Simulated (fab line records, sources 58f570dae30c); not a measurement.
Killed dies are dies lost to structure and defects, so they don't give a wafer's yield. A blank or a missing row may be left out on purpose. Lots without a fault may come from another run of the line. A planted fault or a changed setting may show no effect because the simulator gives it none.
One fault seen from 2 desks | flow berkeley_cmos170 | each desk has only its own numbers; what lay behind them comes last

THE TOOL OWNER'S DESK: rie_metal-04
The tool's own readings at UCB170_M1_METAL_ETCH_12 (etches Al in Cl2/BCl3, stops on PSG, target depth 780 nm, time 130 s): means of the sampled wafers that have a number, for each lot that ran on this tool. A lot is out of limits, marked OUT, if its mean lies more than 4 standard deviations from the usual mean; the brackets give that distance.
Columns: A = drypump_motor_current_A at UCB170_M1_METAL_ETCH_12, usual 5.5 A; B = he_backside_leak_sccm at UCB170_M1_METAL_ETCH_12, usual 3.24 sccm; C = oes_product_au at UCB170_M1_METAL_ETCH_12, usual 0.854 a.u.; D = throttle_valve_pct at UCB170_M1_METAL_ETCH_12, usual 24.43 %
lot  | first seen here | A   | B    | C                | D
L696 | day 6 22:52     | 5.4 | 3.04 | 0.852            | 24.60
L699 | day 8 02:47     | 5.2 | 3.31 | 0.852            | 24.24
L701 | day 8 21:22     | 5.2 | 3.26 | 0.857            | 24.05
L704 | day 9 04:35     | 5.1 | 3.26 | 0.849            | 24.06
L714 | day 11 02:50    | 5.4 | 3.13 | 0.775 (-6.6) OUT | 24.63
L715 | day 11 10:13    | 5.4 | 2.99 | 0.769 (-7.1) OUT | 24.63
This desk's finding: out of limits on L714, L715; first on L714, day 11 02:50 (oes_product_au at UCB170_M1_METAL_ETCH_12). In limits: L696, L699, L701, L704.

THE METROLOGY DESK
What the gauges read, lot by lot, whatever tool the lot ran on: means of the sampled wafers that have a number. A lot is out of limits, marked OUT, if its mean lies more than 4 standard deviations from the usual mean; the brackets give that distance.
Columns: A = cd_nm at UCB170_M1_CD_MEAS_90, usual 700.2 nm
lot  | first seen here | A
L696 | day 6 23:07     | 700.8
L697 | day 7 18:22     | 697.8
L698 | day 8 01:20     | 703.6
L699 | day 8 03:01     | 698.0
L700 | day 8 03:44     | 695.8
L702 | day 8 20:58     | 695.2
L701 | day 8 21:44     | 701.0
L703 | day 9 04:23     | 700.4
L704 | day 9 04:52     | 703.1
L705 | day 9 06:01     | 701.3
L707 | day 10 03:32    | 704.0
L714 | day 11 03:13    | 710.6
L715 | day 11 10:35    | 712.5 (+4.1) OUT
L718 | day 11 16:20    | 696.3
This desk's finding: out of limits on L715; first on L715, day 11 10:35 (cd_nm at UCB170_M1_CD_MEAS_90). In limits: L696, L697, L698, L699, L700, L702, L701, L703, L704, L705, L707, L714, L718.

PUT TOGETHER
The tool owner's desk could have raised an alarm at day 11 02:50, on L714, L715.
The metrology desk could have raised an alarm at day 11 10:35, on L715.
The metrology desk has L714 on record, within its limits.
Of the lots named, all ran UCB170_M1_METAL_ETCH_12 on rie_metal-04.

WHAT THE SIMULATOR HAD PUT IN
Process parameter drift: rie_metal-04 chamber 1, from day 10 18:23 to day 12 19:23, at UCB170_M1_METAL_ETCH_12. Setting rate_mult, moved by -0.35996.
Lots struck among those shown: L714, L715.
Hours from the fault's start to each desk's first reading out of limits: the tool owner's desk, 8; the metrology desk, 16.
